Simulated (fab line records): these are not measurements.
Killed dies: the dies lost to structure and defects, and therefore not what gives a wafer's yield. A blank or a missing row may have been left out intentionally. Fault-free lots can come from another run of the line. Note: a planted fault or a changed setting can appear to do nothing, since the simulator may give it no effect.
Matching of chambers ; flow rit cmos ; RIT_GATE_ETCH_19 on rie si-02 has 4 sister chambers
The step etches poly-Si in SF6/CHF3/O2, stops on SiO2, time 165 s, target depth 312.5 nm. 16 wafers are shown with their chamber, then 8 later ones without.

== WAFERS PAIRED WITH THEIR CHAMBERS ==
wafer;chamber;drypump motor current A (A);throttle valve pct (%);oes product au (a.u.)
L428.4;3;6.6;10.45;0.834
L428.5;0;6.0;10.26;0.870
L428.6;3;6.5;10.44;0.837
L430.1;2;5.3;10.50;0.844
L430.3;0;5.9;10.25;0.863
L430.5;2;5.3;10.48;0.844
L432.2;2;5.3;10.48;0.834
L432.5;2;5.3;10.50;0.834
L432.6;1;5.3;10.11;0.848
L434.1;3;6.5;10.46;0.830
L434.2;2;5.3;10.48;0.843
L434.5;1;5.3;10.10;0.846
L438.4;2;5.3;10.49;0.825
L438.5;0;6.0;10.25;0.846
L438.6;1;5.3;10.09;0.842
L440.3;2;5.3;10.48;0.848

SIGNATURES (means of the wafers above)
reading;chamber 0;chamber 1;chamber 2;chamber 3;scatter within a chamber
drypump motor current A;5.967;5.300;5.300;6.533;0.0333
throttle valve pct;10.2533;10.1000;10.4871;10.4500;0.00917
oes product au;0.85967;0.84533;0.83886;0.83367;0.00786
Rule: for a wafer and a chamber, the distance is found by dividing, reading by reading, the gap between the wafer's reading and the chamber's mean by the reading's scatter, squaring, summing and taking the root. If the next closest chamber is less than 2 further off than the closest, the wafer can't be placed; otherwise it belongs to the closest. The scatter is the square root of a quotient: the sum, over the shown wafers, of each reading's squared deviation from its chamber's mean, divided by wafers minus chambers.

== WAFERS WITH NO CHAMBER GIVEN ==
wafer;drypump motor current A (A);throttle valve pct (%);oes product au (a.u.)
L440.4;5.9;10.27;0.849
L440.5;5.9;10.25;0.849
L444.1;6.5;10.46;0.840
L444.2;5.4;10.10;0.865
L444.6;5.3;10.11;0.871
L446.1;5.3;10.10;0.856
L446.4;5.3;10.49;0.842
L446.5;5.9;10.26;0.843

== CHAMBER TAKEN BY EACH ==
wafer;from the rows above;in truth
L440.4;0;0
L440.5;0;0
L444.1;3;3
L444.2;1;1
L444.6;1;1
L446.1;1;1
L446.4;2;2
L446.5;0;0
Correct placement for 8 of the 8. From these rows, 0 cannot be placed. Number placed wrongly: 0.
